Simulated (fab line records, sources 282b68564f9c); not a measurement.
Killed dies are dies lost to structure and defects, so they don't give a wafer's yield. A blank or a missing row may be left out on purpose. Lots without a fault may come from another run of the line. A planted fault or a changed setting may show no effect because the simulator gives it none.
fab line records | flow rit_cmos
record lots=7 wafers=21 last_day=7
route steps=202 shown PLDD@116 SPACER@125 NSD@131 PSD@142 SDANNEAL@153 SILICIDE@161 M1@202
lots that met no fault: from a run of the same line without faults
start_h: hours from the record's first day to the start of the lot's first wafer shown | wait_h: hours since the lot's step before | " the same as in the row above | L1.1+2: a row that stands for several wafers | - no value, or no start given | * or withheld: withheld | < > ~ a bound
route shown NAME@n: a module of which the file shows steps, and the number in the route of the first | usual: mean/standard deviation of fault-free wafers | same: alike in all rows | chamber/n: place in a boat | sites: the reading at each site | _std_site: their standard deviation | _edge_site: outer sites' mean less inner sites' | radius_mm: how far each site lies from the wafer's centre | mask NAME#n: copy n | behind: the tool/chamber that last shaped the wafer | hold: why the lot was held/for how many hours/how that ended | device: the transistor (n, p or np) that didn't switch | end of line: the same wafers' tests at the end of the route | a step without rows: its recipe alone | killed: dies lost to structure and defects at the first sort, not the wafer's yield | map: a wafer's dies, x killed, . not, _ none there
set.NAME: the setting as run; set.NAME@STEP: as run at that earlier step | model.NAME: the simulator's own value behind a step, which no gauge read
lots at some steps of the route; a table a step, a row a wafer
services: from which hour (start_h, from the record's first day; less than 0 if before it) a tool's chamber was out of use, for how many hours, and why
## steps
# step RIT_PLDD_SOFTBAKE_02
# recipe resist=NOVOLAK temp_c=90 time_s=60
# step RIT_PLDD_EXPOSE_03
# recipe mask_id=M8 na=0.57 target_cd_nm=40900 dose_mj=250
# step RIT_PLDD_PEB_04
# recipe resist=NOVOLAK temp_c=withheld time_s=withheld
# step RIT_PLDD_DEVELOP_05
# recipe resist=NOVOLAK develop_time_s=50 dev_temp_c=23
# step RIT_PLDD_OVL_MEAS_06
# usual PLDD_OVL=0.7/1.5
# columns lot.wafer tool chamber start_h wait_h PLDD_OVL[nm]
L482.2 overlay-01 - 44.91 - 1.0
L482.3 " - " " 2.0
L482.5 " - " " 1.5
L483.1 overlay-02 - 50.91 - 1.1
L483.3 " - " " 1.3
L483.5 " - " " 0.9
L491.3 overlay-01 - 93.27 - 1.8
L491.5 " - " " 1.0
L491.6 " - " " 1.3
L492.3 overlay-01 - 101.03 - 1.7
L492.4 " - " " -0.7
L492.5 " - " " 2.3
L494.2 overlay-02 - 113.66 - 1.1
L494.3 " - " " 0.7
L494.5 " - " " 0.2
L500.2 overlay-01 - 135.99 - 0.7
L500.4 " - " " 0.7
L500.6 " - " " 1.2
L501.1 overlay-01 - 144.88 - 1.8
L501.2 " - " " 3.0
L501.4 " - " " 1.2
# step RIT_PLDD_HARDBAKE_07
# recipe resist=NOVOLAK temp_c=140 time_s=60
# step RIT_PLDD_IMPLANT_08
# recipe species=BF2 energy_kev=20 dose_cm2=9e+14 tilt_deg=7
# step RIT_PLDD_STRIP_09
# recipe chemistry=O2 time_s=180 resist=NOVOLAK platen_temp_c=withheld power_w=500 pressure_mtorr=4000 o2_flow_sccm=4000
# usual drypump_motor_current_A=6.0/0.47
# columns lot.wafer tool chamber start_h wait_h drypump_motor_current_A rf_hours_counter_h
L482.2 plasma_asher-04 1 45.26 0.1 6.7 42
L482.3 " 0 " " 6.3 -
L482.5 " 1 " " 6.7 -
L483.1 plasma_asher-03 0 51.24 0.1 6.0 41
L483.3 " 0 " " 6.0 -
L483.5 " 0 " " 6.0 -
L491.3 plasma_asher-04 0 93.65 0.1 6.3 -
L491.5 " 0 " " 6.3 -
L491.6 " 1 " " 6.7 -
L492.3 plasma_asher-02 0 101.41 0.1 6.0 -
L492.4 " 1 " " 5.2 -
L492.5 " 0 " " 6.1 -
L494.2 plasma_asher-04 0 114.13 0.1 6.3 48
L494.3 " 1 " " 6.7 -
L494.5 " 0 " " 6.3 -
L500.2 plasma_asher-02 1 136.33 0.1 5.3 2
L500.4 " 0 " " 6.0 -
L500.6 " 1 " " 5.3 -
L501.1 plasma_asher-04 0 145.22 0.1 6.3 51
L501.2 " 1 " " 6.7 51
L501.4 " 1 " " 6.7 -
# step RIT_PLDD_TW_MEAS_10
# usual PLDD_TW=2330/18
# columns lot.wafer tool chamber start_h wait_h PLDD_TW
L482.2 film_metro-01 - 45.44 0.1 2353
L482.3 " - " " 2351
L482.5 " - " " 2349
L483.1 film_metro-02 - 51.42 0.1 2309
L483.3 " - " " 2312
L483.5 " - " " 2313
L491.3 film_metro-01 - 93.79 0.1 2354
L491.5 " - " " 2332
L491.6 " - " " 2351
L492.3 film_metro-01 - 101.55 0.1 2320
L492.4 " - " " 2313
L492.5 " - " " 2319
L494.2 film_metro-01 - 114.31 0.1 2331
L494.3 " - " " 2334
L494.5 " - " " 2328
L500.2 film_metro-02 - 136.52 0.1 2320
L500.4 " - " " 2326
L500.6 " - " " 2317
L501.1 film_metro-01 - 145.39 0.1 2334
L501.2 " - " " 2336
L501.4 " - " " 2332
# step RIT_SPACER_CLEAN_00
# recipe chemistry=SC1 mix=3:3:50 time_s=600 temp_c=75
# step RIT_SPACER_CLEAN_01
# recipe chemistry=dHF dilution=50:1 time_s=30
# step RIT_SPACER_CLEAN_02
# recipe chemistry=SC2 mix=3:3:50 time_s=600 temp_c=75 dry=n2_spin
# step RIT_SPACER_CVD_03
# recipe material=Si3N4 target_thk_nm=250 temp_c=810 precursor=SiH2Cl2/NH3 time_s=3300 pressure_mtorr=300 sih2cl2_flow_sccm=60 nh3_flow_sccm=150
# columns lot.wafer tool chamber start_h wait_h model.Si3N4_of_SPACER_CVD_03.thk_nm
L482.2 lpcvd-02 1 45.86 0.0 246.5
L482.3 " 1 " " 248.3
L482.5 " 1 " " 247.2
L483.1 lpcvd-01 1 51.85 0.0 252.1
L483.3 " 1 " " 252.4
L483.5 " 1 " " 247.9
L491.3+5 lpcvd-02 1 94.20 0.0 233.9
L491.6 " 1 " " 232.9
L492.3 lpcvd-02 1 101.95 0.0 226.6
L492.4 " 1 " " 228.6
L492.5 " 1 " " 228.4
L494.2 lpcvd-02 1 114.73 0.0 228.2
L494.3 " 1 " " 229.2
L494.5 " 1 " " 227.3
L500.2 lpcvd-01 0 136.98 0.0 250.3
L500.4 " 0 " " 248.8
L500.6 " 0 " " 249.2
L501.1 lpcvd-01 1 145.82 0.0 251.5
L501.2 " 1 " " 253
L501.4 " 1 " " 251.9
# step RIT_SPACER_THK_MEAS_04
# recipe reads=Si3N4_of_SPACER_CVD_03
# usual SPACER_NITRIDE_THK=249.4/2.5
# columns lot.wafer tool chamber start_h wait_h SPACER_NITRIDE_THK[nm]
L482.2 film_metro-04 - 47.79 0.0 246.6
L482.3 " - " " 248.3
L482.5 " - " " 247.1
L483.1 film_metro-04 - 53.76 0.0 251.9
L483.3 " - " " 252.3
L483.5 " - " " 248.0
L491.3 film_metro-01 - 96.13 0.0 233.8
L491.5 " - " " 233.7
L491.6 " - " " 232.7
L492.3 film_metro-01 - 103.89 0.0 226.5
L492.4 " - " " 228.5
L492.5 " - " " 228.3
L494.2 film_metro-01 - 116.66 0.0 228.3
L494.3 " - " " 229.3
L494.5 " - " " 227.3
L500.2 film_metro-01 - 138.91 0.0 250.3
L500.4 " - " " 248.9
L500.6 " - " " 249.3
L501.1 film_metro-03 - 147.74 0.0 251.5
L501.2 " - " " 252.9
L501.4 " - " " 251.9
# step RIT_SPACER_ETCHBACK_05
# recipe target_depth_a=2500 SF6_flow_sccm=30 CHF3_flow_sccm=30 target=Si3N4 chemistry=SF6/CHF3 pressure_mtorr=40 rf_w=250 time_s=240 stop_on=SiO2
# usual SF6_flow_sccm=29.99/0.089 drypump_motor_current_A=5.7/0.4 oes_product_au=0.844/0.015 rf_fwd_power_W=249.3/0.71 throttle_valve_pct=10.33/0.19
# columns lot.wafer tool chamber start_h wait_h SF6_flow_sccm drypump_motor_current_A oes_product_au rf_fwd_power_W rf_hours_counter_h throttle_valve_pct model.etch.depth_nm
L482.2 rie_diel-01 2 47.84 0.0 30.06 6.0 0.831 249.0 46 10.45 246.5
L482.3 " 1 " " 30.04 5.6 0.838 249.9 161 10.49 248.3
L482.5 " 3 " " 29.85 5.9 0.832 248.7 - 10.01 247.2
L483.1 rie_diel-02 2 53.82 0.1 29.89 6.6 0.872 249.4 157 10.42 252.1
L483.3 " 3 " " 29.87 5.4 0.867 249.0 91 10.39 252.4
L483.5 " 1 " " 29.86 5.5 0.853 249.6 - 10.45 247.9
L491.3 rie_diel-01 2 96.17 0.0 29.93 6.0 0.792 250.0 47 10.43 233.9
L491.5 " 0 " " 30.04 5.2 0.788 250.2 - 10.33 233.9
L491.6 " 2 " " 29.97 6.0 0.797 248.8 - 10.43 232.9
L492.3 rie_diel-03 3 103.93 0.0 30.04 5.6 0.794 250.4 54 9.89 226.6
L492.4 " 2 " " 30.02 5.2 0.804 249.8 - 10.27 228.6
L492.5 " 1 " " 30.10 5.5 0.781 248.2 - 10.41 228.4
L494.2 rie_diel-01 2 116.71 0.0 29.97 6.0 0.783 249.5 48 10.44 228.2
L494.3 " 0 " " 30.02 5.2 0.776 250.7 120 10.34 229.2
L494.5 " 3 " " 29.98 5.8 0.787 249.9 - 9.98 227.3
L500.2 rie_diel-01 0 138.96 0.0 30.03 5.2 0.834 249.5 120 10.34 250.3
L500.4 " 3 " " 30.04 5.8 0.838 248.7 52 9.99 248.8
L500.6 " 1 " " 30.04 5.6 0.843 248.7 - 10.53 249.2
L501.1 rie_diel-01 2 147.80 0.1 30.01 6.0 0.837 248.3 48 10.47 251.5
L501.2 " 1 " " 30.07 5.6 0.856 247.7 1 10.53 253
L501.4 " 0 " " 29.97 5.2 0.820 249.8 121 10.32 251.9
# step RIT_NSD_HMDS_00
# recipe prime_time_s=60 prime_temp_c=140
# step RIT_NSD_COAT_01
# recipe resist=NOVOLAK spin_rpm=3250 resist_thk_nm=1000
# step RIT_NSD_SOFTBAKE_02
# recipe resist=NOVOLAK temp_c=90 time_s=60
# step RIT_NSD_EXPOSE_03
# recipe mask_id=M9 na=0.57 target_cd_nm=40700 dose_mj=250
# step RIT_NSD_PEB_04
# recipe resist=NOVOLAK temp_c=withheld time_s=withheld
# step RIT_NSD_DEVELOP_05
# recipe resist=NOVOLAK develop_time_s=50 dev_temp_c=23
# step RIT_NSD_OVL_MEAS_06
# usual NSD_OVL=-1.1/1.3
# columns lot.wafer tool chamber start_h wait_h NSD_OVL[nm]
L482.2 overlay-01 - 48.84 - -1.0
L482.3 " - " " -1.1
L482.5 " - " " -0.3
L483.1 overlay-01 - 54.93 - -1.9
L483.3 " - " " -2.4
L483.5 " - " " -1.6
L491.3 overlay-01 - 97.18 - -1.0
L491.5 " - " " -0.7
L491.6 " - " " -1.1
L492.3 overlay-01 - 105.17 - -1.9
L492.4 " - " " -2.4
L492.5 " - " " -1.1
L494.2 overlay-02 - 117.71 - -0.3
L494.3 " - " " -0.5
L494.5 " - " " -0.4
L500.2 overlay-02 - 140.02 - 0.2
L500.4 " - " " 0.9
L500.6 " - " " 0.5
L501.1 overlay-01 - 148.80 - -0.8
L501.2 " - " " -1.3
L501.4 " - " " -0.2
# step RIT_NSD_HARDBAKE_07
# recipe resist=NOVOLAK temp_c=140 time_s=60
# step RIT_NSD_IMPLANT_08
# recipe species=P energy_kev=25 dose_cm2=1e+15 tilt_deg=7
# step RIT_NSD_STRIP_09
# recipe chemistry=O2 time_s=180 resist=NOVOLAK platen_temp_c=withheld power_w=500 pressure_mtorr=4000 o2_flow_sccm=4000
# usual drypump_motor_current_A=6.0/0.38
# columns lot.wafer tool chamber start_h wait_h drypump_motor_current_A rf_hours_counter_h
L482.2 plasma_asher-04 1 49.17 0.1 6.7 42
L482.3 " 1 " " 6.7 -
L482.5 " 0 " " 6.3 -
L483.1 plasma_asher-04 1 55.26 0.1 6.7 43
L483.3 " 0 " " 6.3 -
L483.5 " 0 " " 6.3 -
L491.3 plasma_asher-03 1 97.57 0.1 5.7 -
L491.5 " 0 " " 6.1 -
L491.6 " 1 " " 5.7 -
L492.3 plasma_asher-03 1 105.56 0.1 5.7 -
L492.4 " 0 " " 6.0 -
L492.5 " 1 " " 5.7 -
L494.2 plasma_asher-01 1 118.04 0.1 5.6 30
L494.3 " 1 " " 5.7 -
L494.5 " 0 " " 5.6 -
L500.2 plasma_asher-04 1 140.35 0.1 6.6 50
L500.4 " 1 " " 6.7 -
L500.6 " 0 " " 6.3 -
L501.1 plasma_asher-01 0 149.13 0.1 5.6 33
L501.2 " 1 " " 5.7 33
L501.4 " 1 " " 5.7 -
# step RIT_NSD_TW_MEAS_10
# usual NSD_TW=3100/27
# columns lot.wafer tool chamber start_h wait_h NSD_TW
L482.2 film_metro-01 - 49.36 0.1 3132
L482.3 " - " " 3115
L482.5 " - " " 3121
L483.1 film_metro-02 - 55.44 0.1 3073
L483.3 " - " " 3080
L483.5 " - " " 3078
L491.3 film_metro-02 - 97.70 0.1 3070
L491.5 " - " " 3061
L491.6 " - " " 3069
L492.3 film_metro-03 - 105.69 0.1 3158
L492.4 " - " " 3154
L492.5 " - " " 3164
L494.2 film_metro-02 - 118.23 0.1 3073
L494.3 " - " " 3069
L494.5 " - " " 3076
L500.2 film_metro-02 - 140.53 0.1 3064
L500.4 " - " " 3079
L500.6 " - " " 3088
L501.1 film_metro-03 - 149.31 0.1 3122
L501.2 " - " " 3121
L501.4 " - " " 3112
# step RIT_PSD_HMDS_00
# recipe prime_time_s=60 prime_temp_c=140
# step RIT_PSD_COAT_01
# recipe resist=NOVOLAK spin_rpm=3250 resist_thk_nm=1000
# step RIT_PSD_SOFTBAKE_02
# recipe resist=NOVOLAK temp_c=90 time_s=60
# step RIT_PSD_EXPOSE_03
# recipe mask_id=M10 na=0.57 target_cd_nm=40900 dose_mj=250
# step RIT_PSD_PEB_04
# recipe resist=NOVOLAK temp_c=withheld time_s=withheld
# step RIT_PSD_DEVELOP_05
# recipe resist=NOVOLAK develop_time_s=50 dev_temp_c=23
# step RIT_PSD_OVL_MEAS_06
# usual PSD_OVL=-0.7/1.5
# columns lot.wafer tool chamber start_h wait_h PSD_OVL[nm]
L482.2 overlay-02 - 50.39 - 0.9
L482.3 " - " " 1.6
L482.5 " - " " 2.0
L483.1 overlay-02 - 56.35 - -1.9
L483.3 " - " " -0.7
L483.5 " - " " -0.2
L491.3 overlay-02 - 98.73 - -1.6
L491.5 " - " " -1.5
L491.6 " - " " -1.9
L492.3 overlay-01 - 106.72 - 0.0
L492.4 " - " " -0.6
L492.5 " - " " -0.4
L494.2 overlay-01 - 119.13 - -1.0
L494.3 " - " " -3.1
L494.5 " - " " -2.7
L500.2 overlay-01 - 141.73 - -3.9
L500.4 " - " " -4.0
L500.6 " - " " -5.6
L501.1 overlay-01 - 150.41 - -0.9
L501.2 " - " " -0.9
L501.4 " - " " -0.6
# step RIT_PSD_HARDBAKE_07
# recipe resist=NOVOLAK temp_c=140 time_s=60
# step RIT_PSD_IMPLANT_08
# recipe species=BF2 energy_kev=27 dose_cm2=5e+15 tilt_deg=7
# step RIT_PSD_STRIP_09
# recipe chemistry=O2 time_s=180 resist=NOVOLAK platen_temp_c=withheld power_w=500 pressure_mtorr=4000 o2_flow_sccm=4000
# usual drypump_motor_current_A=5.70/0.26
# columns lot.wafer tool chamber start_h wait_h drypump_motor_current_A rf_hours_counter_h
L482.2 plasma_asher-02 0 50.72 0.1 6.05 42
L482.3 " 1 " " 5.28 -
L482.5 " 1 " " 5.25 -
L483.1 plasma_asher-02 1 56.68 0.1 5.28 42
L483.3 " 1 " " 5.26 -
L483.5 " 1 " " 5.26 -
L491.3 plasma_asher-01 0 99.11 0.1 5.64 -
L491.5 " 0 " " 5.62 -
L491.6 " 1 " " 5.67 -
L492.3 plasma_asher-02 1 107.10 0.1 5.26 -
L492.4 " 0 " " 6.07 -
L492.5 " 0 " " 6.06 -
L494.2 plasma_asher-02 1 119.49 0.1 5.25 0
L494.3 " 1 " " 5.27 -
L494.5 " 1 " " 5.27 -
L500.2 plasma_asher-03 0 142.30 0.1 6.04 51
L500.4 " 0 " " 5.99 -
L500.6 " 0 " " 6.02 -
L501.1 plasma_asher-01 1 150.75 0.1 5.69 33
L501.2 " 0 " " 5.62 33
L501.4 " 0 " " 5.63 -
# step RIT_PSD_TW_MEAS_10
# usual PSD_TW=3417/31
# columns lot.wafer tool chamber start_h wait_h PSD_TW
L482.2 film_metro-03 - 50.90 0.1 3460
L482.3 " - " " 3460
L482.5 " - " " 3444
L483.1 film_metro-01 - 56.86 0.1 3408
L483.3 " - " " 3408
L483.5 " - " " 3397
L491.3 film_metro-03 - 99.25 0.1 3461
L491.5 " - " " 3476
L491.6 " - " " 3438
L492.3 film_metro-03 - 107.24 0.1 3470
L492.4 " - " " 3465
L492.5 " - " " 3462
L494.2 film_metro-01 - 119.67 0.1 3381
L494.3 " - " " 3409
L494.5 " - " " 3386
L500.2 film_metro-02 - 142.48 0.1 3360
L500.4 " - " " 3389
L500.6 " - " " 3366
L501.1 film_metro-03 - 150.93 0.1 3402
L501.2 " - " " 3433
L501.4 " - " " 3434
# step RIT_SDANNEAL_CLEAN_00
# recipe chemistry=SC1 mix=3:3:50 time_s=600 temp_c=75
# step RIT_SDANNEAL_CLEAN_01
# recipe chemistry=dHF dilution=50:1 time_s=30
# step RIT_SDANNEAL_CLEAN_02
# recipe chemistry=SC2 mix=3:3:50 time_s=600 temp_c=75 dry=n2_spin
# step RIT_SDANNEAL_RTA_03
# recipe temp_c=1050 time_s=5 idle_temp_c=600 ramp_up_c_per_s=342 ramp_down_c_per_s=171 cool_to_c=600 ambient=N2
# usual chamber_o2_ppm=2.006/0.023 wafer_temp_C_max=1053.5/1.1
# columns lot.wafer tool chamber start_h wait_h chamber_o2_ppm wafer_temp_C_max
L482.2 rtp_anneal-01 0 51.33 0.0 2.018 1055.5
L482.3 " 0 " " 2.002 1054.4
L482.5 " 0 " " 2.010 1052.3
L483.1 rtp_anneal-02 0 57.28 0.0 1.994 1052.9
L483.3 " 0 " " 1.996 1053.9
L483.5 " 0 " " 2.047 1053.7
L491.3 rtp_anneal-02 0 99.68 0.0 2.019 1051.5
L491.5 " 0 " " 2.051 1054.7
L491.6 " 0 " " 2.053 1052.9
L492.3 rtp_anneal-01 0 107.68 0.0 2.010 1051.6
L492.4 " 0 " " 2.002 1054.9
L492.5 " 0 " " 1.994 1053.7
L494.2 rtp_anneal-01 0 120.10 0.0 2.051 1052.4
L494.3 " 0 " " 1.975 1052.7
L494.5 " 0 " " 2.022 1053.6
L500.2 rtp_anneal-02 0 142.91 0.0 1.981 1052.2
L500.4 " 0 " " 2.013 1052.8
L500.6 " 0 " " 1.993 1052.8
L501.1 rtp_anneal-02 0 151.38 0.0 2.003 1053.5
L501.2 " 0 " " 1.997 1054.0
L501.4 " 0 " " 1.993 1052.9
# step RIT_SDANNEAL_RS_MEAS_04
# recipe thk_meas_gauge=four-point-probe
# usual PSD_RS=115.90/0.29
# columns lot.wafer tool chamber start_h wait_h PSD_RS[ohm/sq]
L482.2 film_metro-03 - 51.40 0.1 116.02
L482.3 " - " " 116.15
L482.5 " - " " 115.66
L483.1 film_metro-03 - 57.34 0.0 115.48
L483.3 " - " " 115.53
L483.5 " - " " 115.53
L491.3 film_metro-02 - 99.76 0.1 115.79
L491.5 " - " " 115.70
L491.6 " - " " 115.87
L492.3 film_metro-02 - 107.76 0.1 116.09
L492.4 " - " " 116.14
L492.5 " - " " 115.99
L494.2 film_metro-02 - 120.17 0.1 116.02
L494.3 " - " " 116.45
L494.5 " - " " 115.89
L500.2 film_metro-01 - 142.98 0.1 116.34
L500.4 " - " " 116.54
L500.6 " - " " 116.24
L501.1 film_metro-03 - 151.44 0.0 115.82
L501.2 " - " " 115.87
L501.4 " - " " 115.39
# step RIT_SILICIDE_WET_ETCH_00
# recipe chemistry=BOE target=SiO2 target_depth_nm=14 time_s=15 dry=n2_spin dilution=10:1 temp_c=21.5
# columns lot.wafer tool chamber start_h wait_h model.Si3N4_of_SPACER_CVD_03.thk_nm
L482.2 wet_bench-02 3 51.86 0.1 192.1
L482.3 " 3 " " 193.3
L482.5 " 3 " " 193.4
L483.1 wet_bench-04 2 57.82 0.1 195.7
L483.3 " 2 " " 196.8
L483.5 " 2 " " 192.2
L491.3+5 wet_bench-01 3 100.20 0.1 181.8
L491.6 " 3 " " 181.2
L492.3 wet_bench-02 2 108.20 0.1 176.4
L492.4 " 2 " " 178.1
L492.5 " 2 " " 176.8
L494.2 wet_bench-02 0 120.63 0.1 177.5
L494.3 " 0 " " 178.1
L494.5 " 0 " " 177.6
L500.2 wet_bench-01 0 143.44 0.1 194.7
L500.4 " 0 " " 194
L500.6 " 0 " " 195.4
L501.1+4 wet_bench-02 2 151.92 0.1 195.6
L501.2 " 2 " " 198.4
# step RIT_M1_PROBE_99
# usual killed_at_contacts=0.1/0.23 killed_at_front_end=7/3.1 killed_dies=7/3.1 killed_open=3.3/2 killed_short=3.6/1.9
# same gross_dies=264 killed_at_M0_to_M3=0 killed_at_M4_up=0 killed_at_back_side=0 killed_at_other=0
# columns lot.wafer tool chamber start_h wait_h killed_at_contacts killed_at_front_end killed_dies killed_open killed_short model.etest.nmos_0p15.r_on_ohm_um model.etest.pplus_sal.width_nm model.etest.nplus_sal.width_nm model.etest.pwell_pinched.rs_ohm_sq model.etest.nwell_pinched.rs_ohm_sq model.etest.nmos_0p15.tox_inv_nm model.etest.diode_nplus_comb.cj_ff_um2
L482.2 prober-02 - 59.08 0.1 0 4 4 2 2 1150 3424 3459 457.6 336.1 4.534 2.668
L482.3 prober-02 - 59.13 0.2 0 8 8 3 5 1159 3443 3437 466.1 337.1 4.505 2.667
L482.5 prober-02 - 59.23 0.2 0 10 10 3 7 1139 3434 3442 458.3 335.3 4.536 2.636
L483.1 prober-01 - 64.58 0.1 0 4 4 3 1 1156 3418 3431 457.5 338 4.529 2.63
L483.3 prober-01 - 64.68 0.2 0 5 5 1 4 1115 3433 3407 448.7 332.6 4.518 2.605
L483.5 prober-01 - 64.78 0.2 0 5 5 3 2 1153 3445 3443 464.5 339.9 4.471 2.65
L491.3 prober-01 - 108.09 0.2 0 3 3 1 2 1275 3479 3474 466.4 348.2 4.496 2.716
L491.5 prober-01 - 108.19 0.2 0 3 3 1 2 1245 3465 3488 468.1 349.2 4.493 2.71
L491.6 prober-01 - 108.24 0.2 0 5 5 2 3 1227 3482 3456 468.6 348.7 4.465 2.706
L492.3 prober-02 - 115.08 0.2 0 7 7 3 4 1218 3490 3486 472.6 351.9 4.304 2.69
L492.4 prober-02 - 115.13 0.2 0 10 10 5 5 1185 3494 3480 473.6 351.4 4.256 2.696
L492.5 prober-02 - 115.18 0.2 0 7 7 4 3 1252 3507 3488 480 356.5 4.298 2.706
L494.2 prober-02 - 127.69 0.1 0 9 9 6 3 1198 3486 3480 462.1 352.1 4.335 2.715
L494.3 prober-02 - 127.74 0.2 0 7 7 3 4 1195 3452 3477 466.4 348.4 4.382 2.69
L494.5 prober-02 - 127.84 0.2 0 6 6 4 2 1153 3470 3489 456.7 349.9 4.321 2.698
L500.2 prober-01 - 150.45 0.1 0 7 7 4 3 1118 3458 3450 465.3 337.2 4.473 2.64
L500.4 prober-01 - 150.55 0.2 1 5 6 5 1 1114 3464 3454 462.4 336.2 4.499 2.629
L500.6 prober-01 - 150.65 0.2 0 7 7 4 3 1077 3436 3430 461 333.6 4.589 2.603
L501.1 prober-01 - 158.88 0.1 0 19 19 11 8 1107 3439 3453 454.9 333.7 4.383 2.626
L501.2 prober-01 - 158.93 0.1 0 10 10 4 6 1074 3417 3432 455.6 326.6 4.462 2.584
L501.4 prober-01 - 159.03 0.2 0 12 12 7 5 1119 3442 3444 453.2 335.1 4.373 2.644
# killed by level:class
L482.2 GATE:geometric_particle:short=2 GATE:geometric_particle:open=1 REOX:geometric_particle:open=1
L482.3 GATE:geometric_particle:short=2 REOX:geometric_particle:open=2 FOX2:geometric_particle:short=1 GATE:geometric_particle:open=1 REOX:geometric_particle:short=1 SPACER:geometric_particle:short=1
L482.5 FOX1:geometric_particle:short=2 GATE:geometric_particle:short=2 FOX1:geometric_particle:open=1 FOX2:geometric_particle:short=1 GATE:geometric_particle:open=1 REOX:geometric_particle:short=1 SPACER:geometric_particle:short=1 SPACER:geometric_particle:open=1
L483.1 SILICIDE:geometric_particle:open=2 FOX1:geometric_particle:short=1 GATE:geometric_particle:open=1
L483.3 GATE:geometric_particle:short=3 FOX2:geometric_particle:short=1 SILICIDE:geometric_particle:open=1
L483.5 REOX:geometric_particle:open=2 FOX1:geometric_particle:open=1 REOX:geometric_particle:short=1 SPACER:geometric_particle:short=1
L491.3 GATE:geometric_particle:short=1 SPACER:geometric_particle:short=1 SPACER:geometric_particle:open=1
L491.5 REOX:geometric_particle:short=1 SPACER:geometric_particle:short=1 SPACER:geometric_particle:open=1
L491.6 REOX:geometric_particle:short=2 FOX1:geometric_particle:open=1 FOX2:geometric_particle:open=1 SPACER:geometric_particle:short=1
L492.3 GATE:geometric_particle:short=3 GATE:geometric_particle:open=2 REOX:geometric_particle:short=1 REOX:geometric_particle:open=1
L492.4 GATE:geometric_particle:open=4 GATE:geometric_particle:short=3 FOX1:geometric_particle:short=1 REOX:geometric_particle:short=1 SILICIDE:geometric_particle:open=1
L492.5 REOX:geometric_particle:short=2 SPACER:geometric_particle:open=2 FOX2:geometric_particle:open=1 GATE:geometric_particle:short=1 GATE:geometric_particle:open=1
L494.2 FOX1:geometric_particle:open=3 ACTIVE:geometric_particle:open=1 ACTIVE:geometric_particle:short=1 GATE:geometric_particle:open=1 GATE:geometric_particle:short=1 SILICIDE:geometric_particle:short=1 SILICIDE:geometric_particle:open=1
L494.3 GATE:geometric_particle:short=2 FOX2:geometric_particle:open=1 FOX2:geometric_particle:short=1 GATE:geometric_particle:open=1 REOX:geometric_particle:open=1 SILICIDE:geometric_particle:short=1
L494.5 GATE:geometric_particle:open=3 GATE:geometric_particle:short=1 REOX:geometric_particle:open=1 SILICIDE:geometric_particle:short=1
L500.2 GATE:geometric_particle:short=2 GATE:geometric_particle:open=2 SPACER:geometric_particle:open=1 SPACER:geometric_particle:short=1 SILICIDE:geometric_particle:open=1
L500.4 GATE:geometric_particle:open=4 SPACER:geometric_particle:open=1 CONTACT:geometric_particle:short=1
L500.6 GATE:geometric_particle:open=3 SPACER:geometric_particle:short=2 GATE:geometric_particle:short=1 SPACER:geometric_particle:open=1
L501.1 GATE:geometric_particle:open=4 REOX:geometric_particle:open=3 REOX:geometric_particle:short=2 SPACER:geometric_particle:short=2 SILICIDE:geometric_particle:short=2 SILICIDE:geometric_particle:open=2 FOX1:geometric_particle:short=1 FOX1:geometric_particle:open=1
L501.2 GATE:geometric_particle:short=3 FOX1:geometric_particle:short=2 FOX1:geometric_particle:open=2 FOX2:geometric_particle:short=1 FOX2:geometric_particle:open=1 REOX:geometric_particle:open=1
L501.4 GATE:geometric_particle:open=4 GATE:geometric_particle:short=3 SPACER:geometric_particle:open=2 REOX:geometric_particle:open=1 REOX:geometric_particle:short=1 SILICIDE:geometric_particle:short=1
## services
# columns tool chamber start_h hours kind
wet_bench-02 - 35.92 2.2 repair
plasma_asher-01 - 50.84 2.4 repair
rie_diel-02 0 53.74 - clean
rie_diel-02 0 53.74 27.6 scheduled_down
rie_diel-02 1 77.89 7.6 repair
rie_diel-01 - 80.40 0.5 repair
plasma_asher-04 - 82.67 4.3 pm
rie_diel-01 1 90.89 4.3 repair
plasma_asher-03 - 92.75 3.4 repair
rie_diel-03 0 94.63 17.8 repair
rie_diel-01 1 95.66 - clean
rie_diel-01 1 95.66 14.0 scheduled_down
rie_diel-01 1 95.66 14.0 vent_cycle
plasma_asher-04 - 100.14 10.0 pm
plasma_asher-01 - 102.78 0.8 repair
plasma_asher-02 - 108.75 9.0 pm
plasma_asher-02 0 108.75 9.0 vent_cycle
plasma_asher-02 1 108.75 9.0 vent_cycle
plasma_asher-02 0 117.75 - clean
plasma_asher-02 1 117.75 - clean
rie_diel-03 2 123.99 8.1 repair
rie_diel-02 1 136.15 6.4 repair
plasma_asher-04 - 145.66 1.5 repair
plasma_asher-03 - 150.50 1.7 repair
## key
first_sign step=RIT_SPACER_THK_MEAS_04 reading=SPACER_NITRIDE_THK direction=down sigmas=8 usual=249.4 struck=229.8
effect step=RIT_SPACER_ETCHBACK_05 reading=oes_product_au direction=down sigmas=3.5 usual=0.844 struck=0.789
model_effect step=RIT_SPACER_CVD_03 value=Si3N4_of_SPACER_CVD_03.thk_nm without=250.2 struck=229.9
model_effect step=RIT_SPACER_ETCHBACK_05 value=etch.depth_nm without=250.2 struck=229.9
model_effect step=RIT_SILICIDE_WET_ETCH_00 value=Si3N4_of_SPACER_CVD_03.thk_nm without=194.7 struck=178.8
model_effect step=RIT_M1_PROBE_99 value=etest.nmos_0p15.r_on_ohm_um without=1142 struck=1216
met_at RIT_SPACER_CVD_03
struck_wafers L491.3,L491.5,L491.6,L492.3,L492.4,L492.5,L494.2,L494.3,L494.5
tester_left_out L491,L492,L494
onset_between 45.86 94.20
fault kind=process_parameter_drift tool=lpcvd-02 chamber=- onset_h=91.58 steps=RIT_SPACER_CVD_03 channel=target_thk_nm offset=-20.277 shape=step end_h=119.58 acts_in=these_recipes_only stated=250
# tester_left_out: of these lots the tester's yield and bins aren't shown, on N5 and GAA mostly nor the transistor test; their killed dies are dies lost to structure and defects alone, not to doping, threshold or leakage, so they don't give the yield
